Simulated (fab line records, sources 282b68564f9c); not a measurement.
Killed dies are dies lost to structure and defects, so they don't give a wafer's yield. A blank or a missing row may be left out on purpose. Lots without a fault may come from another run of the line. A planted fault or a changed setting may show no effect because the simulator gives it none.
fab line records | flow rit_cmos
record lots=5 wafers=15 last_day=7
route steps=202 shown ACTIVE@7 FOX1@20 FOX2@23 NWELL@28 PWELL@39 M1@202
lots that met no fault: from a run of the same line without faults
start_h: hours from the record's first day to the start of the lot's first wafer shown | wait_h: hours since the lot's step before | " the same as in the row above | L1.1+2: a row that stands for several wafers | - no value, or no start given | * or withheld: withheld | < > ~ a bound
route shown NAME@n: a module of which the file shows steps, and the number in the route of the first | usual: mean/standard deviation of fault-free wafers | same: alike in all rows | chamber/n: place in a boat | sites: the reading at each site | _std_site: their standard deviation | _edge_site: outer sites' mean less inner sites' | radius_mm: how far each site lies from the wafer's centre | mask NAME#n: copy n | behind: the tool/chamber that last shaped the wafer | hold: why the lot was held/for how many hours/how that ended | device: the transistor (n, p or np) that didn't switch | end of line: the same wafers' tests at the end of the route | a step without rows: its recipe alone | killed: dies lost to structure and defects at the first sort, not the wafer's yield | map: a wafer's dies, x killed, . not, _ none there
set.NAME: the setting as run; set.NAME@STEP: as run at that earlier step | model.NAME: the simulator's own value behind a step, which no gauge read
lots at some steps of the route; a table a step, a row a wafer
services: from which hour (start_h, from the record's first day; less than 0 if before it) a tool's chamber was out of use, for how many hours, and why
## steps
# step RIT_ACTIVE_COAT_06
# recipe resist=NOVOLAK spin_rpm=3250 resist_thk_nm=1000
# step RIT_ACTIVE_SOFTBAKE_07
# recipe resist=NOVOLAK temp_c=90 time_s=60
# step RIT_ACTIVE_EXPOSE_08
# recipe mask_id=M1 na=0.6 source_shape=conventional sigma_outer=0.6 target_cd_nm=1400 dose_mj=225
# step RIT_ACTIVE_PEB_09
# recipe resist=NOVOLAK temp_c=withheld time_s=withheld
# step RIT_ACTIVE_DEVELOP_10
# recipe resist=NOVOLAK develop_time_s=50 dev_temp_c=23
# step RIT_ACTIVE_CD_MEAS_11
# recipe target_cd_nm=1400
# usual cd_nm=1400.2/1.9
# columns lot.wafer tool chamber start_h wait_h cd_nm
L526.1 cd_sem-02 - 19.57 - 1402.5
L526.3 " - " " 1400.6
L526.6 " - " " 1400.9
L527.2 cd_sem-02 - 25.47 - 1398.2
L527.4 " - " " 1399.5
L527.5 " - " " 1401.2
L528.1 cd_sem-02 - 30.35 - 1401.3
L528.2 " - " " 1400.5
L528.5 " - " " 1399.7
L542.2 cd_sem-02 - 100.53 - 1403.4
L542.3 " - " " 1402.8
L542.5 " - " " 1401.9
L545.3 cd_sem-02 - 114.92 - 1400.1
L545.4 " - " " 1402.9
L545.6 " - " " 1402.2
# step RIT_ACTIVE_HARDBAKE_12
# recipe resist=NOVOLAK temp_c=140 time_s=60
# step RIT_ACTIVE_ETCH_13
# recipe stop_on=SiO2 chemistry=SF6 target=Si3N4 time_s=210 over_etch_frac=0.4 SF6_flow_sccm=200 pressure_mtorr=260 rf_w=125 target_depth_a=2100
# usual SF6_flow_sccm=200.1/0.62 drypump_motor_current_A=5.7/0.31 oes_product_au=0.816/0.011 throttle_valve_pct=7.49/0.12
# columns lot.wafer tool chamber start_h wait_h SF6_flow_sccm drypump_motor_current_A oes_product_au rf_hours_counter_h throttle_valve_pct
L526.1 rie_diel-01 2 19.84 0.1 200.2 6.1 0.802 66 7.39
L526.3 " 1 " " 200.3 5.1 0.813 6 7.51
L526.6 " 3 " " 199.3 6.0 0.818 - 7.74
L527.2 rie_diel-01 3 25.72 0.1 199.8 6.0 0.822 158 7.74
L527.4 " 2 " " 200.6 6.2 0.802 66 7.39
L527.5 " 2 " " 199.1 6.1 0.802 - 7.40
L528.1 rie_diel-02 3 30.62 0.1 199.5 5.7 0.811 132 7.34
L528.2 " 2 " " 200.6 5.5 0.810 3 7.41
L528.5 " 1 " " 200.2 5.6 0.807 - 7.64
L542.2 rie_diel-03 0 100.78 0.1 199.9 5.6 0.850 5 7.35
L542.3 " 1 " " 200.5 6.0 0.800 9 7.45
L542.5 " 0 " " 199.9 5.6 0.841 - 7.35
L545.3 rie_diel-02 0 115.15 0.1 199.3 5.6 0.809 59 7.54
L545.4 " 3 " " 199.7 5.7 0.812 133 7.35
L545.6 " 0 " " 199.4 5.6 0.801 - 7.54
# step RIT_ACTIVE_STRIP_14
# recipe chemistry=O2 time_s=180 resist=NOVOLAK platen_temp_c=withheld power_w=500 pressure_mtorr=4000 o2_flow_sccm=4000
# usual drypump_motor_current_A=5.9/0.38
# columns lot.wafer tool chamber start_h wait_h drypump_motor_current_A rf_hours_counter_h
L526.1 plasma_asher-02 0 19.97 0.1 5.6 24
L526.3 " 1 " " 5.5 -
L526.6 " 0 " " 5.6 -
L527.2 plasma_asher-02 0 25.85 0.1 5.6 25
L527.4 " 0 " " 5.6 -
L527.5 " 0 " " 5.6 -
L528.1 plasma_asher-02 0 30.76 0.1 5.6 26
L528.2 " 1 " " 5.5 26
L528.5 " 0 " " 5.6 -
L542.2 plasma_asher-01 0 100.92 0.1 5.8 43
L542.3 " 1 " " 6.4 -
L542.5 " 0 " " 5.8 -
L545.3 plasma_asher-01 1 115.34 0.1 6.4 -
L545.4 " 0 " " 5.8 -
L545.6 " 1 " " 6.4 -
# step RIT_ACTIVE_CD_MEAS_90
# recipe target_cd_nm=1400
# usual cd_nm=1400.2/1.9
# columns lot.wafer tool chamber start_h wait_h cd_nm
L526.1 cd_sem-01 - 20.14 0.1 1402.7
L526.3 " - " " 1401.6
L526.6 " - " " 1400.7
L527.2 cd_sem-02 - 26.04 0.1 1397.9
L527.4 " - " " 1399.8
L527.5 " - " " 1401.5
L528.1 cd_sem-01 - 30.93 0.1 1401.5
L528.2 " - " " 1400.4
L528.5 " - " " 1399.0
L542.2 cd_sem-02 - 101.11 0.1 1403.8
L542.3 " - " " 1402.4
L542.5 " - " " 1401.9
L545.3 cd_sem-01 - 115.50 0.1 1400.3
L545.4 " - " " 1402.8
L545.6 " - " " 1402.1
# step RIT_ACTIVE_CLEAN_15
# recipe chemistry=SC1 mix=3:3:50 time_s=600 temp_c=75
# step RIT_ACTIVE_CLEAN_16
# recipe chemistry=dHF dilution=50:1 time_s=30
# step RIT_ACTIVE_CLEAN_17
# recipe chemistry=SC2 mix=3:3:50 time_s=600 temp_c=75 dry=n2_spin
# columns lot.wafer tool chamber start_h wait_h
L526.1+3+6 wet_bench-01 1 20.47 0.0
L527.2+4+5 wet_bench-04 3 26.51 0.0
L528.1+2+5 wet_bench-04 1 31.42 0.0
L542.2+3+5 wet_bench-01 0 101.40 0.0
L545.3+4+6 wet_bench-03 1 115.77 0.0
# step RIT_FOX1_OXIDATION_00
# recipe temp_c=1100 ambient=H2O target_thk_a=3507 p_h2o_torr=720 ox_time_s=1130
# step RIT_FOX1_THK_MEAS_01
# recipe reads=SiO2_of_FOX1_OXIDATION_00
# usual FOX1_OXIDE_THK=353/6.7
# columns lot.wafer tool chamber start_h wait_h FOX1_OXIDE_THK[nm]
L526.1 film_metro-02 - 23.80 0.0 361
L526.3 " - " " 354
L526.6 " - " " 360
L527.2 film_metro-03 - 29.28 0.0 353
L527.4 " - " " 357
L527.5 " - " " 357
L528.1 film_metro-02 - 33.08 0.0 352
L528.2 " - " " 353
L528.5 " - " " 353
L542.2 film_metro-03 - 103.08 0.0 352
L542.3 " - " " 358
L542.5 " - " " 358
L545.3 film_metro-01 - 119.52 0.0 358
L545.4 " - " " 352
L545.6 " - " " 360
# step RIT_FOX1_WET_ETCH_02
# recipe chemistry=BOE target_depth_nm=350 time_s=382 temp_c=21.5 dry=n2_spin dilution=10:1 target=SiO2
# step RIT_FOX2_OXIDATION_00
# recipe temp_c=1100 ambient=H2O target_thk_a=3507 p_h2o_torr=720 ox_time_s=1130
# step RIT_FOX2_THK_MEAS_01
# recipe reads=SiO2_of_FOX2_OXIDATION_00
# usual FOX2_OXIDE_THK=352/5.9
# columns lot.wafer tool chamber start_h wait_h FOX2_OXIDE_THK[nm]
L526.1 film_metro-03 - 25.40 0.0 366
L526.3 " - " " 357
L526.6 " - " " 361
L527.2 film_metro-04 - 30.89 0.0 359
L527.4 " - " " 359
L527.5 " - " " 361
L528.1 film_metro-04 - 35.20 0.0 353
L528.2 " - " " 354
L528.5 " - " " 353
L542.2 film_metro-03 - 106.32 0.0 351
L542.3 " - " " 354
L542.5 " - " " 347
L545.3 film_metro-02 - 121.01 0.0 359
L545.4 " - " " 356
L545.6 " - " " 360
# step RIT_FOX2_CLEAN_02
# recipe chemistry=dHF dilution=50:1 time_s=180
# step RIT_FOX2_WET_ETCH_03
# recipe chemistry=H3PO4 target=Si3N4 target_depth_nm=195 temp_c=165 time_s=2700
# step RIT_FOX2_THK_MEAS_90
# recipe reads=SiO2_of_FOX2_OXIDATION_00
# usual FIELD_OXIDE_LEFT_1_THK=325/6
# columns lot.wafer tool chamber start_h wait_h FIELD_OXIDE_LEFT_1_THK[nm]
L526.1 film_metro-03 - 26.28 0.0 339
L526.3 " - " " 330
L526.6 " - " " 334
L527.2 film_metro-04 - 31.76 0.0 332
L527.4 " - " " 332
L527.5 " - " " 334
L528.1 film_metro-04 - 36.14 0.0 326
L528.2 " - " " 327
L528.5 " - " " 326
L542.2 film_metro-02 - 107.27 0.0 324
L542.3 " - " " 327
L542.5 " - " " 320
L545.3 film_metro-04 - 121.89 0.0 332
L545.4 " - " " 329
L545.6 " - " " 332
# step RIT_NWELL_HMDS_00
# recipe prime_time_s=60 prime_temp_c=140
# step RIT_NWELL_COAT_01
# recipe resist=NOVOLAK spin_rpm=2000 resist_thk_nm=1300
# step RIT_NWELL_SOFTBAKE_02
# recipe resist=NOVOLAK temp_c=90 time_s=57.45
# step RIT_NWELL_EXPOSE_03
# recipe mask_id=M2 na=0.57 target_cd_nm=43900 dose_mj=250
# step RIT_NWELL_PEB_04
# recipe resist=NOVOLAK temp_c=withheld time_s=withheld
# step RIT_NWELL_DEVELOP_05
# recipe resist=NOVOLAK develop_time_s=68 dev_temp_c=23
# step RIT_NWELL_OVL_MEAS_06
# usual NWELL_OVL=-1.0/1.4
# columns lot.wafer tool chamber start_h wait_h NWELL_OVL[nm]
L526.1 overlay-01 - 27.22 - -0.5
L526.3 " - " " -2.5
L526.6 " - " " -1.5
L527.2 overlay-02 - 32.82 - -2.5
L527.4 " - " " -0.7
L527.5 " - " " -5.0
L528.1 overlay-01 - 37.18 - 1.3
L528.2 " - " " -0.5
L528.5 " - " " -0.9
L542.2 overlay-01 - 108.33 - -1.9
L542.3 " - " " -0.2
L542.5 " - " " -2.4
L545.3 overlay-02 - 122.95 - 1.7
L545.4 " - " " 1.3
L545.6 " - " " -0.8
# step RIT_NWELL_HARDBAKE_07
# recipe resist=NOVOLAK temp_c=140 time_s=120
# step RIT_NWELL_IMPLANT_08
# recipe species=P energy_kev=170 dose_cm2=5e+13 tilt_deg=7
# step RIT_NWELL_STRIP_09
# recipe chemistry=O2 time_s=180 resist=NOVOLAK platen_temp_c=withheld power_w=500 pressure_mtorr=4000 o2_flow_sccm=4000
# usual drypump_motor_current_A=5.9/0.35
# columns lot.wafer tool chamber start_h wait_h drypump_motor_current_A rf_hours_counter_h
L526.1 plasma_asher-02 0 27.66 0.1 5.6 25
L526.3 " 0 " " 5.7 -
L526.6 " 0 " " 5.6 -
L527.2 plasma_asher-03 1 33.25 0.1 5.7 40
L527.4 " 1 " " 5.7 -
L527.5 " 0 " " 6.4 -
L528.1 plasma_asher-01 1 37.62 0.1 6.4 37
L528.2 " 0 " " 5.8 37
L528.5 " 0 " " 5.8 -
L542.2 plasma_asher-01 0 108.76 0.1 5.8 44
L542.3 " 0 " " 5.8 -
L542.5 " 1 " " 6.4 -
L545.3 plasma_asher-01 1 123.43 0.1 6.4 -
L545.4 " 0 " " 5.8 -
L545.6 " 0 " " 5.8 -
# step RIT_NWELL_TW_MEAS_10
# usual NWELL_TW=2155/25
# columns lot.wafer tool chamber start_h wait_h NWELL_TW
L526.1 film_metro-02 - 27.83 0.1 2167
L526.3 " - " " 2167
L526.6 " - " " 2173
L527.2 film_metro-04 - 33.44 0.1 2148
L527.4 " - " " 2157
L527.5 " - " " 2141
L528.1 film_metro-04 - 37.79 0.1 2156
L528.2 " - " " 2153
L528.5 " - " " 2157
L542.2 film_metro-01 - 108.94 0.1 2110
L542.3 " - " " 2126
L542.5 " - " " 2123
L545.3 film_metro-02 - 123.57 0.1 2178
L545.4 " - " " 2181
L545.6 " - " " 2194
# step RIT_PWELL_HMDS_00
# recipe prime_time_s=60 prime_temp_c=140
# step RIT_PWELL_COAT_01
# recipe resist=NOVOLAK spin_rpm=2000 resist_thk_nm=1300
# step RIT_PWELL_SOFTBAKE_02
# recipe resist=NOVOLAK temp_c=90 time_s=60
# step RIT_PWELL_EXPOSE_03
# recipe mask_id=M3 na=0.57 target_cd_nm=43700 dose_mj=250
# step RIT_PWELL_PEB_04
# recipe resist=NOVOLAK temp_c=withheld time_s=withheld
# step RIT_PWELL_DEVELOP_05
# recipe resist=NOVOLAK develop_time_s=68 dev_temp_c=23
# step RIT_PWELL_OVL_MEAS_06
# usual PWELL_OVL=-0.1/1.6
# columns lot.wafer tool chamber start_h wait_h PWELL_OVL[nm]
L526.1 overlay-02 - 29.07 - -0.8
L526.3 " - " " 0.9
L526.6 " - " " -3.1
L527.2 overlay-01 - 34.50 - -0.3
L527.4 " - " " -0.2
L527.5 " - " " -0.6
L528.1 overlay-01 - 38.86 - 0.4
L528.2 " - " " -0.2
L528.5 " - " " 1.8
L542.2 overlay-02 - 109.88 - -2.7
L542.3 " - " " -0.7
L542.5 " - " " -2.0
L545.3 overlay-01 - 124.62 - -0.9
L545.4 " - " " -2.2
L545.6 " - " " 1.0
# step RIT_PWELL_HARDBAKE_07
# recipe resist=NOVOLAK temp_c=140 time_s=120
# step RIT_PWELL_IMPLANT_08
# recipe species=B energy_kev=170 dose_cm2=7e+13 tilt_deg=7
# step RIT_PWELL_STRIP_09
# recipe chemistry=O2 time_s=180 resist=NOVOLAK platen_temp_c=withheld power_w=500 pressure_mtorr=4000 o2_flow_sccm=3831
# usual drypump_motor_current_A=5.9/0.37
# columns lot.wafer tool chamber start_h wait_h drypump_motor_current_A rf_hours_counter_h
L526.1 plasma_asher-03 1 29.62 0.1 5.7 40
L526.3 " 0 " " 6.4 -
L526.6 " 1 " " 5.7 -
L527.2 plasma_asher-04 0 34.93 0.1 5.6 38
L527.4 " 0 " " 5.6 -
L527.5 " 0 " " 5.6 -
L528.1 plasma_asher-03 1 39.30 0.1 5.7 41
L528.2 " 0 " " 6.4 41
L528.5 " 0 " " 6.4 -
L542.2 plasma_asher-02 1 110.31 0.1 5.5 34
L542.3 " 1 " " 5.5 -
L542.5 " 0 " " 5.6 -
L545.3 plasma_asher-04 1 125.11 0.1 6.4 -
L545.4 " 0 " " 5.6 -
L545.6 " 1 " " 6.4 -
# step RIT_M1_PROBE_99
# usual killed_at_M0_to_M3=0.0/0.12 killed_at_contacts=0.1/0.25 killed_at_front_end=6.3/2.9 killed_dies=6.4/2.8 killed_open=3.3/2 killed_short=3.1/2
# same gross_dies=264 killed_at_M4_up=0 killed_at_back_side=0 killed_at_other=0
# columns lot.wafer tool chamber start_h wait_h killed_at_M0_to_M3 killed_at_contacts killed_at_front_end killed_dies killed_open killed_short
L526.1 prober-01 - 65.16 0.1 1 0 5 6 2 4
L526.3 prober-01 - 65.26 0.2 0 0 8 8 5 3
L526.6 prober-01 - 65.41 0.2 0 0 11 11 5 6
L527.2 prober-01 - 69.34 0.1 0 0 6 6 4 2
L527.4 prober-01 - 69.44 0.2 0 0 3 3 3 0
L527.5 prober-01 - 69.49 0.2 0 0 3 3 2 1
L528.1 prober-02 - 77.08 0.1 0 1 35 36 1 1
L528.2 prober-02 - 77.13 0.1 0 0 43 43 2 3
L528.5 prober-02 - 77.28 0.2 0 0 36 36 0 0
L542.2 prober-01 - 148.02 0.1 0 0 0 0 0 0
L542.3 prober-01 - 148.07 0.2 0 0 5 5 3 2
L542.5 prober-01 - 148.17 0.2 0 0 8 8 3 5
L545.3 prober-02 - 163.15 0.2 0 0 4 4 2 2
L545.4 prober-02 - 163.20 0.2 0 0 5 5 3 2
L545.6 prober-02 - 163.30 0.2 0 0 4 4 4 0
# killed by level:class
L526.1 FOX1:geometric_particle:open=1 GATE:geometric_particle:short=1 GATE:geometric_particle:open=1 REOX:geometric_particle:short=1 SPACER:geometric_particle:short=1 M1:geometric_particle:short=1
L526.3 GATE:geometric_particle:open=3 GATE:geometric_particle:short=2 REOX:geometric_particle:open=1 REOX:geometric_particle:short=1 SILICIDE:geometric_particle:open=1
L526.6 GATE:geometric_particle:open=4 FOX1:geometric_particle:short=2 SPACER:geometric_particle:short=2 GATE:geometric_particle:short=1 REOX:geometric_particle:open=1 REOX:geometric_particle:short=1
L527.2 REOX:geometric_particle:open=2 GATE:geometric_particle:open=1 GATE:geometric_particle:short=1 REOX:geometric_particle:short=1 SPACER:geometric_particle:open=1
L527.4 GATE:geometric_particle:open=3
L527.5 FOX1:geometric_particle:open=1 GATE:geometric_particle:short=1 REOX:geometric_particle:open=1
L528.1 ACTIVE:unspecified=34 FOX2:geometric_particle:open=1 CONTACT:geometric_particle:short=1
L528.2 ACTIVE:unspecified=38 SPACER:geometric_particle:short=2 GATE:geometric_particle:short=1 GATE:geometric_particle:open=1 SILICIDE:geometric_particle:open=1
L528.5 ACTIVE:unspecified=36
L542.3 SPACER:geometric_particle:open=2 FOX1:geometric_particle:open=1 GATE:geometric_particle:short=1 SPACER:geometric_particle:short=1
L542.5 SPACER:geometric_particle:short=2 FOX2:geometric_particle:open=1 FOX2:geometric_particle:short=1 GATE:geometric_particle:open=1 GATE:geometric_particle:short=1 REOX:geometric_particle:short=1 SPACER:geometric_particle:open=1
L545.3 FOX1:geometric_particle:short=1 FOX2:geometric_particle:short=1 REOX:geometric_particle:open=1 SILICIDE:geometric_particle:open=1
L545.4 GATE:geometric_particle:open=2 GATE:geometric_particle:short=2 REOX:geometric_particle:open=1
L545.6 FOX1:geometric_particle:open=1 FOX2:geometric_particle:open=1 GATE:geometric_particle:open=1 SPACER:geometric_particle:open=1
# map L528.2 (x killed, . not)
________......._______
_____.............____
____......x........___
___.................__
__..................._
__......x............_
_.............x.xx....
_............x.xxxx...
_............xxxxxxxx.
_............xxxxxxx..
__..........xxxxxxx.._
__...........xxxxxx.._
___......x....x.x.x.__
____.....x.........___
_____.............____
________......._______
# map L527.2 (x killed, . not)
________......._______
_____.............____
____...........x...___
___.................__
__..................._
__................x.._
_.....................
_.....................
_.......x.....x.......
_....................x
__..................._
__..................._
___.................__
____...............___
_____...........x.____
________......._______
## services
# columns tool chamber start_h hours kind
plasma_asher-03 - 12.73 2.0 repair
plasma_asher-04 - 21.20 1.4 repair
plasma_asher-03 - 32.03 0.3 repair
rie_diel-03 3 55.04 15.0 repair
plasma_asher-03 - 59.40 2.3 repair
rie_diel-03 1 81.72 18.8 repair
rie_diel-02 0 86.29 11.5 repair
wet_bench-03 - 91.67 1.9 repair
rie_diel-01 0 92.90 - clean
rie_diel-01 0 92.90 15.9 scheduled_down
rie_diel-01 0 92.90 15.9 vent_cycle
rie_diel-03 - 97.19 2.8 pm
rie_diel-03 2 107.50 12.0 repair
rie_diel-02 - 108.33 0.2 repair
plasma_asher-04 - 108.75 9.0 pm
plasma_asher-04 0 108.75 9.0 vent_cycle
plasma_asher-04 1 108.75 9.0 vent_cycle
rie_diel-01 3 108.78 - clean
rie_diel-01 3 108.78 17.9 scheduled_down
rie_diel-01 3 108.78 17.9 vent_cycle
rie_diel-01 - 110.22 0.2 repair
plasma_asher-04 0 117.75 - clean
plasma_asher-04 1 117.75 - clean
## key
first_sign step=RIT_M1_PROBE_99 reading=killed_dies direction=up sigmas=11 usual=6.4 struck=38.3
effect step=RIT_M1_PROBE_99 reading=killed_at_front_end direction=up sigmas=11 usual=6.3 struck=38
met_at RIT_ACTIVE_CLEAN_17
struck_wafers L528.1,L528.2,L528.5
tester_left_out L528
also_fits RIT_ACTIVE_STRIP_14:plasma_asher-02,RIT_PWELL_STRIP_09:plasma_asher-03
fault kind=chamber_particle_source tool=wet_bench-04 chamber=1 onset_h=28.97 steps=RIT_ACTIVE_CLEAN_17 rate_per_visit_cm2=1.2859 end_h=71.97
# tester_left_out: of these lots the tester's yield and bins aren't shown, on N5 and GAA mostly nor the transistor test; their killed dies are dies lost to structure and defects alone, not to doping, threshold or leakage, so they don't give the yield
